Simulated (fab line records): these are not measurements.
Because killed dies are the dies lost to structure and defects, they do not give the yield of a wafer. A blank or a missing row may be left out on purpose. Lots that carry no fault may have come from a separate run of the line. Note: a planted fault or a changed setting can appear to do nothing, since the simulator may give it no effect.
The tool behind it: which one?	flow rit_cmos	14 lots with 42 wafers sampled at 2 steps, on a route of 202 steps

## WHAT EACH GAUGE READ, for each wafer
Not one reading of a measure or inspect step in the record can be checked against a usual standard deviation.

## WHAT TOOL EACH LOT RAN ON (gives the tool, then ch and the chambers of the sampled wafers, and finally the start)
lot	RIT_M1_METAL_ETCH_12	RIT_M1_PROBE_99
L477	rie_metal-03 ch 0,1, day 4 07:41	prober-02, day 4 10:00
L479	rie_metal-04 ch 0,1, day 5 02:05	prober-01, day 5 04:25
L482	rie_metal-03 ch 0,1, day 5 14:28	prober-01, day 5 16:46
L480	rie_metal-04 ch 0, day 5 14:47	prober-02, day 5 18:20
L483	rie_metal-02 ch 0, day 6 04:31	prober-01, day 6 06:49
L484	rie_metal-04 ch 0,1, day 6 04:46	prober-01, day 6 08:16
L481	rie_metal-03 ch 0,1, day 6 04:49	prober-02, day 6 08:25
L487	rie_metal-04 ch 0,1, day 6 14:30	prober-02, day 6 17:26
L491	rie_metal-03 ch 0,1, day 7 04:28	prober-02, day 7 06:46
L492	rie_metal-02 ch 0,1, day 7 08:29	prober-01, day 7 10:47
L493	rie_metal-03 ch 0,1, day 7 09:07	prober-02, day 7 12:14
L495	rie_metal-02 ch 0,1, day 7 17:13	prober-02, day 7 19:31
L496	rie_metal-03 ch 0,1, day 7 21:09	prober-01, day 7 23:29
L499	rie_metal-03 ch 0,1, day 8 07:16	prober-02, day 8 09:31
- RIT_M1_METAL_ETCH_12: etches Al in Cl2/BCl3, stops on SiO2, time 165 s, target depth 600 nm.
- RIT_M1_PROBE_99

## AS READ BY THE TOOLS THEMSELVES (means over the sampled wafers that have a number; for cases with no such wafer, the mark the record gives instead)
RIT_M1_METAL_ETCH_12. Usual: drypump_motor_current_A 5.6 A, standard deviation 0.45; oes_product_au 0.781 a.u., standard deviation 0.014; rf_fwd_power_W 249.1 W, standard deviation 0.68; throttle_valve_pct 8.28 %, standard deviation 0.13.
lot	tool	drypump_motor_current_A (A)	oes_product_au (a.u.)	rf_fwd_power_W (W)	throttle_valve_pct (%)	flag
L477	rie_metal-03	6.0	0.773	249.3	8.35	
L479	rie_metal-04	5.4	0.787	249.7	8.24	
L482	rie_metal-03	6.1	0.789	249.2	8.34	
L480	rie_metal-04	5.7	0.779	248.3	8.29	
L483	rie_metal-02	5.0	0.758	249.7	8.16	
L484	rie_metal-04	5.2	0.793	259.2	8.21	OFF
L481	rie_metal-03	6.1	0.777	249.2	8.24	
L487	rie_metal-04	5.5	0.788	269.5	8.23	OFF
L491	rie_metal-03	6.1	0.781	249.0	8.25	
L492	rie_metal-02	5.2	0.783	249.2	8.26	
L493	rie_metal-03	6.1	0.787	249.7	8.25	
L495	rie_metal-02	5.4	0.769	249.2	8.35	
L496	rie_metal-03	6.0	0.783	249.6	8.35	
L499	rie_metal-03	6.1	0.786	249.1	8.34	

RIT_M1_PROBE_99. Usual: defect_limited_yield 97.4 %, standard deviation 1.2; killed_at_contacts 0.1, standard deviation 0.25; killed_at_front_end 7, standard deviation 3.1; killed_dies 7, standard deviation 3.2; killed_open 3.3, standard deviation 2; killed_short 3.5, standard deviation 2; sort_bin_3_pad_short 0.1 %, standard deviation 0.18; sort_bin_5_function 1.6 %, standard deviation 0.88; sort_bin_6_memory 0.9 %, standard deviation 0.58; sort_n_pass 257, standard deviation 3.2; sort_yield_pct 97.4 %, standard deviation 1.2.
lot	tool	defect_limited_yield (%)	killed_at_contacts	killed_at_front_end	killed_dies	killed_open	killed_short	sort_bin_3_pad_short (%)	sort_bin_5_function (%)	sort_bin_6_memory (%)	sort_n_pass	sort_yield_pct (%)	flag
L477	prober-02	97.3	0.0	7	7	3.3	3.7	0.0	2.2	0.5	257	97.3	
L479	prober-01	97.2	0.0	7	7	4.3	3.0	0.0	1.5	1.3	257	97.2	
L482	prober-01	97.7	0.0	6	6	3.0	3.0	0.0	1.4	0.9	258	97.7	
L480	prober-02	98.0	0.3	5	5	2.3	3.0	0.1	1.3	0.6	259	98.0	
L483	prober-01	96.5	0.0	9	9	4.7	4.7	0.1	2.0	1.4	255	96.5	
L484	prober-01	97.5	0.0	7	7	3.3	3.3	0.0	1.9	0.6	257	97.5	
L481	prober-02	98.0	0.0	5	5	1.3	4.0	0.0	1.1	0.9	259	98.0	
L487	prober-02	97.5	0.0	7	7	4.3	2.3	0.1	1.4	1.0	257	97.5	
L491	prober-02	98.4	0.0	4	4	1.7	2.7	0.1	1.0	0.5	260	98.4	
L492	prober-01	96.8	0.0	8	8	5.0	3.3	0.1	1.7	1.4	256	96.8	
L493	prober-02	97.6	0.0	6	6	3.7	2.7	0.1	1.6	0.6	258	97.6	
L495	prober-02	97.3	0.0	7	7	3.0	4.0	0.3	1.0	1.4	257	97.3	
L496	prober-01	98.2	0.0	5	5	2.7	2.0	0.0	1.2	0.5	259	98.2	
L499	prober-02	96.8	0.0	8	8	3.0	5.3	0.4	1.4	1.4	256	96.8	

## THE ANSWER, worked out from the rows above alone
Rule: take the mean of a lot's wafers that have a number; if it is more than 3 standard deviations from the usual mean, the lot is off. A lot without any number at a reading at which 4 lots or more have one is off too. Any other lot the step has rows for is counted as sound. The gauges are gone through in route order, then the tools' own readings, and for those a lot's mean is taken as printed above. At the first step where some lot is off, the reading lying furthest off is the one used; lots without a number count as furthest.
Off at RIT_M1_METAL_ETCH_12 (rf_fwd_power_W): L484, L487.
If a tool, at that step or one of the process steps before it, ran each lot that is off and ran no sound lot following the first of them, it fits. One fits: RIT_M1_METAL_ETCH_12 on rie_metal-04. Its last sound lot is L480 (day 5 14:47), its first lot that is off L484 (day 6 04:46): a fault that began between those two fits.
On the lots that are off, the tool's own readings at RIT_M1_METAL_ETCH_12 differ by more than 5 times the standard deviation of the sound lots' means, which bears it out; rf_fwd_power_W reads 264.4 W there versus 249.3 W on the sound lots.

## WHAT HAD BEEN PUT IN BY THE SIMULATOR
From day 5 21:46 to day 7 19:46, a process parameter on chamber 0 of rie_metal-04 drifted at RIT_M1_METAL_ETCH_12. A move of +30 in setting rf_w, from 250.
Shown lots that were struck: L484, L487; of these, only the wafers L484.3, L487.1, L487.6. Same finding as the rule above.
